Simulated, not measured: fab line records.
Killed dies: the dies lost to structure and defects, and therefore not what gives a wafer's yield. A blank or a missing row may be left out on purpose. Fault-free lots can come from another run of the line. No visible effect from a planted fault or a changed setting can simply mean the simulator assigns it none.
Which of the tools did it?    flow berkeley cmos170    7 lots, 21 wafers sampled, at 3 steps of a route of 331

## WHAT THE GAUGES READ, wafer by wafer
UCB170_M1_RS_MEAS_01: uses a four-point probe to measure.
lot   measured      on             M1_AL_RS (ohm/sq)
L718  day 8 15:17   film metro-03  0.0475 0.0479 0.0476
L719  day 8 15:17   film metro-02  0.0481 0.0486 0.0482
L724  day 8 23:02   film metro-04  0.0486 0.0482 0.0478
L721  day 9 02:13   film metro-03  0.0493 0.0500 0.0489
L728  day 10 11:53  film metro-02  0.0475 0.0474 0.0477
L732  day 10 12:23  film metro-04  0.0480 0.0484 0.0489
L731  day 10 15:10  film metro-04  0.0485 0.0482 0.0481

## WHAT TOOL EACH LOT RAN ON (gives the tool, then ch and the chambers of the sampled wafers, and finally the start)
lot   UCB170_GATE_STRIP_16                 UCB170_CONTACT_RTA_08
L718  plasma asher-04 ch 0,1, day 7 06:00  rtp anneal-01 ch 0, day 8 12:11
L719  plasma asher-04 ch 0,1, day 7 06:35  rtp anneal-02 ch 0, day 8 12:11
L724  plasma asher-03 ch 0,1, day 7 21:31  rtp anneal-02 ch 0, day 8 21:10
L721  plasma asher-03 ch 0,1, day 7 22:26  rtp anneal-02 ch 0, day 8 23:34
L728  plasma asher-03 ch 0,1, day 9 14:49  rtp anneal-02 ch 0, day 10 10:00
L732  plasma asher-04 ch 0,1, day 9 15:14  rtp anneal-01 ch 0, day 10 10:02
L731  plasma asher-04 ch 0,1, day 9 18:08  rtp anneal-02 ch 0, day 10 12:33
- UCB170_GATE_STRIP_16: strips in O2.
- UCB170_CONTACT_RTA_08: time 10 s.

## THE ANSWER, worked out from the rows above alone
Rule: usual is defined by the lots themselves. Put in order of their means at a reading, lots are off if they are a third of the lots or fewer, leave a main group of 4 or more, and stand apart from it by a gap of 3 or more times the standard deviation of the main group's means; of several such gaps the widest counts. Not used: any main group whose means are identical at the precision the tables above print for the reading. A lot without any number at a reading at which 4 lots or more have one is off too. The other lots that the step has rows for count as sound.
Across all readings shown, no lot is off: no conclusion can be drawn from this.

## WHAT THE SIMULATOR HAD INSERTED
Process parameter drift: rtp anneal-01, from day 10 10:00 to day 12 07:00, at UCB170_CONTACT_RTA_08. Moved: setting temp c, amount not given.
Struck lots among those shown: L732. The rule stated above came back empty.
